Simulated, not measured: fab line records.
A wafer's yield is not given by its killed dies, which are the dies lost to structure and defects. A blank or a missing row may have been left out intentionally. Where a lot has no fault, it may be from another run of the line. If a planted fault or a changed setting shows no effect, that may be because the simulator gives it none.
What tool caused it? + flow berkeleyCmos170 + 13 lots with 39 wafers sampled at 6 steps, on a route of 331 steps

== WHAT THE GAUGES SHOWED, per wafer ==
UCB170_PSD_OVL_MEAS_07. Usual: PSD_OVL typically reads 4 nm, with standard deviation 5.9.
| lot  | measured     | on         | PSD_OVL (nm) | flag |
|------|--------------|------------|--------------|------|
| L165 | day 7 03:55  | overlay-01 | 16 14 13     |      |
| L166 | day 7 04:05  | overlay-01 | 9 14 13      |      |
| L167 | day 7 15:21  | overlay-02 | 9 9 9        |      |
| L168 | day 7 15:38  | overlay-01 | -2 -1 5      |      |
| L170 | day 8 04:40  | overlay-01 | 1 -3 -2      |      |
| L169 | day 8 04:46  | overlay-02 | 6 7 5        |      |
| L172 | day 8 17:41  | overlay-02 | -8 1 -2      |      |
| L173 | day 9 03:32  | overlay-02 | 12 11 7      |      |
| L182 | day 9 17:50  | overlay-01 | -5 -4 4      |      |
| L181 | day 9 18:03  | overlay-02 | 0 2 -4       |      |
| L187 | day 10 17:17 | overlay-02 | -1 -3 -6     |      |
| L186 | day 10 17:32 | overlay-01 | 2 15 1       |      |
| L184 | day 10 17:37 | overlay-02 | 9 14 9       |      |

UCB170_NSD_CD_MEAS_06: target cd 1200 nm. Usual: cdNm at 1199.7 nm, with a standard deviation of 1.4.
| lot  | measured     | on       | cdNm (nm)            | flag |
|------|--------------|----------|----------------------|------|
| L165 | day 7 05:40  | cdSem-02 | 1197.8 1198.8 1198.1 |      |
| L166 | day 7 06:23  | cdSem-02 | 1200.7 1199.6 1198.6 |      |
| L167 | day 7 18:25  | cdSem-01 | 1198.4 1198.5 1197.1 |      |
| L168 | day 7 18:29  | cdSem-02 | 1200.3 1201.5 1201.0 |      |
| L170 | day 8 07:02  | cdSem-01 | 1202.1 1202.5 1202.1 |      |
| L169 | day 8 07:11  | cdSem-01 | - - -                | OFF  |
| L172 | day 8 19:10  | cdSem-01 | 1197.9 1199.5 1198.4 |      |
| L173 | day 9 06:00  | cdSem-02 | 1200.9 1202.4 1200.1 |      |
| L182 | day 9 20:42  | cdSem-02 | 1200.3 1200.7 1200.3 |      |
| L181 | day 9 21:04  | cdSem-01 | 1199.6 1199.8 1199.1 |      |
| L187 | day 10 19:10 | cdSem-01 | 1195.7 1197.0 1197.1 |      |
| L186 | day 10 19:25 | cdSem-02 | 1200.2 1199.3 1200.7 |      |
| L184 | day 10 19:37 | cdSem-01 | 1200.3 1200.1 1200.1 |      |

UCB170_NSD_TW_MEAS_10. Usual: NSD_TW typically reads 4185, with standard deviation 26.
| lot  | measured     | on           | NSD_TW         | flag |
|------|--------------|--------------|----------------|------|
| L165 | day 7 06:04  | filmMetro-01 | 4197 4176 4179 |      |
| L166 | day 7 06:47  | filmMetro-02 | 4180 4185 4185 |      |
| L167 | day 7 18:50  | filmMetro-01 | 4180 4165 4174 |      |
| L168 | day 7 18:53  | filmMetro-03 | 4158 4142 4128 |      |
| L170 | day 8 07:27  | filmMetro-01 | 4180 4174 4162 |      |
| L169 | day 8 07:35  | filmMetro-03 | 30 30 30       | OFF  |
| L172 | day 8 19:34  | filmMetro-03 | 4169 4182 4200 |      |
| L173 | day 9 06:25  | filmMetro-01 | 4174 4166 4182 |      |
| L182 | day 9 21:06  | filmMetro-02 | 4230 4234 4222 |      |
| L181 | day 9 21:28  | filmMetro-02 | 4201 4231 4210 |      |
| L187 | day 10 19:34 | filmMetro-01 | 4201 4181 4200 |      |
| L186 | day 10 19:50 | filmMetro-02 | 4187 4217 4206 |      |
| L184 | day 10 20:01 | filmMetro-02 | 4229 4198 4203 |      |

UCB170_SDANNEAL_RS_MEAS_04: measures by four-point-probe. Usual: PLDD_RS typically reads 1031 ohm/sq, with standard deviation 3.
| lot  | measured     | on           | PLDD_RS (ohm/sq) | flag |
|------|--------------|--------------|------------------|------|
| L165 | day 7 07:30  | filmMetro-03 | 1033 1032 1032   |      |
| L166 | day 7 08:19  | filmMetro-01 | 1030 1033 1035   |      |
| L167 | day 7 20:41  | filmMetro-02 | 1028 1026 1026   |      |
| L168 | day 7 21:08  | filmMetro-03 | 1030 1031 1032   |      |
| L170 | day 8 08:54  | filmMetro-01 | 1030 1029 1032   |      |
| L169 | day 8 09:10  | filmMetro-02 | 1032 1034 1030   |      |
| L172 | day 8 21:24  | filmMetro-02 | 1035 1032 1033   |      |
| L173 | day 9 07:53  | filmMetro-03 | 1038 1038 1033   |      |
| L182 | day 9 23:10  | filmMetro-03 | 1033 1028 1027   |      |
| L181 | day 9 23:26  | filmMetro-01 | 1030 1029 1030   |      |
| L187 | day 10 20:55 | filmMetro-02 | 1029 1031 1036   |      |
| L186 | day 10 21:17 | filmMetro-03 | 1036 1033 1034   |      |
| L184 | day 10 21:46 | filmMetro-03 | 1027 1028 1025   |      |

== WHICH TOOL RAN EACH LOT (tool, then ch and the chambers of the sampled wafers, then the start) ==
| lot  | UCB170_NSD_EXPOSE_03             | UCB170_NSD_STRIP_09                 |
|------|----------------------------------|-------------------------------------|
| L165 | krfScanner-01 ch 0, day 7 05:04  | plasmaAsher-01 ch 0,1, day 7 05:58  |
| L166 | krfScanner-02 ch 0, day 7 05:25  | plasmaAsher-04 ch 0,1, day 7 06:41  |
| L167 | krfScanner-01 ch 0, day 7 17:26  | plasmaAsher-04 ch 0,1, day 7 18:44  |
| L168 | krfScanner-02 ch 0, day 7 17:40  | plasmaAsher-01 ch 0,1, day 7 18:47  |
| L170 | krfScanner-02 ch 0, day 8 06:25  | plasmaAsher-04 ch 1, day 8 07:21    |
| L169 | krfScanner-01 ch 0, day 8 06:40  | plasmaAsher-02 ch 0,1, day 8 07:28  |
| L172 | krfScanner-02 ch 0, day 8 18:46  | plasmaAsher-02 ch 0,1, day 8 19:28  |
| L173 | krfScanner-02 ch 0, day 9 05:00  | plasmaAsher-04 ch 0,1, day 9 06:19  |
| L182 | krfScanner-02 ch 0, day 9 19:32  | plasmaAsher-01 ch 0,1, day 9 20:59  |
| L181 | krfScanner-02 ch 0, day 9 19:58  | plasmaAsher-04 ch 0,1, day 9 21:22  |
| L187 | krfScanner-01 ch 0, day 10 18:34 | plasmaAsher-01 ch 0, day 10 19:27   |
| L186 | krfScanner-01 ch 0, day 10 18:52 | plasmaAsher-02 ch 0,1, day 10 19:44 |
| L184 | krfScanner-02 ch 0, day 10 19:09 | plasmaAsher-04 ch 0,1, day 10 19:55 |
- UCB170_NSD_EXPOSE_03: exposes mask NSELECT MOD, target cd 1200 nm.
- UCB170_NSD_STRIP_09: strips in O2.

== WHAT THE TOOLS THEMSELVES READ (means of the sampled wafers that have a number; where no wafer has one, the mark that the record gives instead) ==
UCB170_NSD_STRIP_09. Usual: drypumpMotorCurrentA 6.0 A, standard deviation 0.63; oesProductAu 0.533 a.u., standard deviation 0.005; stripTimeToEndpointS 35.65 s, standard deviation 0.063.
| lot  | tool           | drypumpMotorCurrentA (A) | oesProductAu (a.u.) | stripTimeToEndpointS (s) | flag |
|------|----------------|--------------------------|---------------------|--------------------------|------|
| L165 | plasmaAsher-01 | 6.2                      | 0.529               | 35.66                    |      |
| L166 | plasmaAsher-04 | 6.1                      | 0.531               | 35.68                    |      |
| L167 | plasmaAsher-04 | 5.7                      | 0.535               | 35.71                    |      |
| L168 | plasmaAsher-01 | 6.2                      | 0.532               | 35.66                    |      |
| L170 | plasmaAsher-04 | 5.3                      | 0.540               | 35.67                    |      |
| L169 | plasmaAsher-02 | 6.3                      | 0.533               | 35.58                    |      |
| L172 | plasmaAsher-02 | 5.7                      | 0.532               | 35.66                    |      |
| L173 | plasmaAsher-04 | 6.1                      | 0.536               | 35.70                    |      |
| L182 | plasmaAsher-01 | 6.2                      | 0.532               | 35.66                    |      |
| L181 | plasmaAsher-04 | 6.1                      | 0.531               | 35.61                    |      |
| L187 | plasmaAsher-01 | 6.0                      | 0.534               | 35.73                    |      |
| L186 | plasmaAsher-02 | 5.7                      | 0.531               | 35.70                    |      |
| L184 | plasmaAsher-04 | 6.1                      | 0.534               | 35.62                    |      |

== THE ANSWER, worked out from the rows above alone ==
Rule: a lot is off if the mean of its wafers that have a number lies more than 3 standard deviations from the usual mean. Also off: a lot with no number at a reading for which 4 or more lots have one. The other lots that the step has rows for count as sound. First the gauges in route order, then the tools' own readings, where a lot's mean is used as printed above. The first step at which some lot is off is used, and at that step the reading that is off furthest; a lot without a number counts as furthest.
Off, at UCB170_NSD_CD_MEAS_06 on cdNm: L169. Without a number there: L169.
If a tool, at a process step before that reading, ran all the lots that are off and no sound lot after the first of them, it fits. The gauges at UCB170_NSD_CD_MEAS_06 aren't tried: what is off there is off at UCB170_NSD_TW_MEAS_10 too, on other tools, and a gauge's error can't cause that. Not one of the candidates tried fits.

== WHAT WAS PUT IN BY THE SIMULATOR ==
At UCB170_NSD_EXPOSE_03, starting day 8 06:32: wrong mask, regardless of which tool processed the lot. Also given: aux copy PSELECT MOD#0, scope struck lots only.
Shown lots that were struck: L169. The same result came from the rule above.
